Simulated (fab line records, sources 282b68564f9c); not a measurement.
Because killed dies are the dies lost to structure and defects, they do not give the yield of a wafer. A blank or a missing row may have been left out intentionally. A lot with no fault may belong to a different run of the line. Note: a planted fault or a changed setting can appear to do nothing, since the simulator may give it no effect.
2 desks, one fault + flow ritCmos + every desk sees just its own numbers, and what lay behind them comes last

FROM THE METROLOGY DESK
Means of the sampled wafers that have a number, per lot and without regard to the tool the lot ran on: this is what the gauges read. If a lot's mean is further than 4 standard deviations from the usual mean, the lot is out of limits and carries the mark OUT (the distance appears in the brackets).
Columns: A = PWELL_TW at RIT_PWELL_TW_MEAS_10, usual 948; B = PWELL_RS at RIT_WELLDRIVE_RS_MEAS_02, usual 429.3 ohm/sq; C = GATE_POLY_THK at RIT_GATE_THK_MEAS_09, usual 250.0 nm
| lot  | first seen here | A              | B               | C     |
|------|-----------------|----------------|-----------------|-------|
| L419 | day 1 23:47     | 943            | 430.3           | 251.5 |
| L420 | day 2 04:51     | 949            | 431.8           | 252.1 |
| L423 | day 2 21:52     | 960            | 430.2           | 252.1 |
| L425 | day 3 06:41     | 956            | 429.1           | 245.6 |
| L426 | day 3 10:50     | 962            | 427.7           | 249.1 |
| L427 | day 3 18:58     | 939            | 428.6           | 248.7 |
| L428 | day 3 22:26     | 956            | 427.8           | 251.9 |
| L430 | day 4 07:04     | 941            | 428.8           | 247.2 |
| L431 | day 4 12:50     | 907 (-4.5) OUT | 460.4 (+26) OUT | 251.1 |
| L433 | day 4 21:43     | 909 (-4.2) OUT | 462.7 (+28) OUT | 245.1 |
| L435 | day 5 13:48     | 968            | 429.0           | 251.5 |
| L439 | day 6 06:34     | 941            | 427.9           | 247.2 |
| L440 | day 6 10:11     | 954            | 428.5           | 250.9 |
| L442 | day 6 21:55     | 941            | 431.2           | 251.0 |
Finding of this desk: L431, L433 out of limits, first seen on L431 at day 4 12:50 (PWELL_TW at RIT_PWELL_TW_MEAS_10). L419, L420, L423, L425, L426, L427, L428, L430, L435, L439, L440, L442: within limits.

AT THE TOOL OWNER'S DESK: implanter-01
The tool's own readings at RIT_PWELL_IMPLANT_08: means of the sampled wafers that have a number, for each lot that ran on this tool. If a lot's mean is further than 4 standard deviations from the usual mean, the lot is out of limits and carries the mark OUT (the distance appears in the brackets).
Columns: A = doseIonsCm2 at RIT_PWELL_IMPLANT_08, usual 7e+13
| lot  | first seen here | A     |
|------|-----------------|-------|
| L423 | day 2 21:32     | 7e+13 |
| L425 | day 3 06:22     | 7e+13 |
| L426 | day 3 10:31     | 7e+13 |
| L427 | day 3 18:40     | 7e+13 |
| L430 | day 4 06:45     | 7e+13 |
| L431 | day 4 12:31     | 7e+13 |
| L433 | day 4 21:24     | 7e+13 |
This desk's finding: nothing out of limits on any of the 7 lots.

BROUGHT TOGETHER
Metrology desk: alarm possible at day 4 12:50 on L431, L433.
Nothing out of limits was seen by the tool owner's desk.
On record at the tool owner's desk: L431, L433, within its limits.
Every lot named ran RIT_PWELL_IMPLANT_08 on implanter-01.

WHAT THE SIMULATOR HAD PUT IN
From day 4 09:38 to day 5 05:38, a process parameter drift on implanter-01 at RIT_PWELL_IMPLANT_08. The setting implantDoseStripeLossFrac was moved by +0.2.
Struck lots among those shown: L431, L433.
Per desk, hours elapsed from the start of the fault to the first reading out of limits: for the metrology desk, 3.
